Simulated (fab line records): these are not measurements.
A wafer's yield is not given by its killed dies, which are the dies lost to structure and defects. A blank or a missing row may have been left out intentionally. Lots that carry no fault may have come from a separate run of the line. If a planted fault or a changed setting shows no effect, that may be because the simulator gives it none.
Matching of chambers    flow berkeley-cmos170    4 sister chambers for UCB170_V1_ETCH_14 on rie-diel-01
The step etches SiO2 in CHF3/CF4/Ar, stops on Al, target depth 1250 nm, time 297.6 s. 14 wafers are shown with their chamber, then 6 later ones without.

WAFERS, EACH WITH ITS CHAMBER
wafer   chamber  drypump-motor-current-A (A)  throttle-valve-pct (%)  oes-product-au (a.u.)
L291.2  3        5.5                          6.93                    0.868
L291.3  1        6.4                          7.15                    0.857
L291.6  2        5.5                          6.75                    0.872
L292.1  3        5.5                          6.93                    0.865
L292.2  1        6.4                          7.13                    0.862
L292.4  2        5.5                          6.75                    0.875
L295.3  0        5.6                          7.02                    0.871
L295.4  2        5.5                          6.76                    0.874
L295.6  0        5.6                          7.03                    0.862
L300.1  0        5.6                          7.02                    0.874
L300.6  2        5.5                          6.75                    0.869
L309.4  3        5.5                          6.95                    0.862
L309.5  2        5.6                          6.75                    0.869
L309.6  3        5.5                          6.94                    0.863

SIGNATURES (averages over the wafers above)
reading                  chamber 0  chamber 1  chamber 2  chamber 3  scatter within a chamber
drypump-motor-current-A  5.600      6.400      5.520      5.500      0.0283
throttle-valve-pct       7.0233     7.1400     6.7520     6.9375     0.00788
oes-product-au           0.86900    0.85950    0.87180    0.86450    0.00377
Rule: a wafer's distance from a chamber is the root of the sum, over the readings, of the square of ((its reading less the chamber's mean) divided by the reading's scatter). If the next closest chamber is less than 2 further off than the closest, the wafer can't be placed; otherwise it belongs to the closest. The scatter is the square root of a quotient: the sum, over the shown wafers, of each reading's squared deviation from its chamber's mean, divided by wafers minus chambers.

WAFERS WITH NO CHAMBER GIVEN
wafer   drypump-motor-current-A (A)  throttle-valve-pct (%)  oes-product-au (a.u.)
L311.2  5.6                          7.01                    0.868
L311.4  5.4                          6.95                    0.854
L311.6  5.4                          6.92                    0.859
L313.1  5.5                          6.76                    0.874
L313.4  6.4                          7.13                    0.868
L313.5  5.5                          6.75                    0.871

WHICH CHAMBER EACH WENT THROUGH
wafer   from the rows above  in truth
L311.2  0                    0
L311.4  3                    3
L311.6  3                    3
L313.1  2                    2
L313.4  1                    1
L313.5  2                    2
Correctly placed: 6 of 6. From these rows, 0 cannot be placed. Placed wrongly: 0.
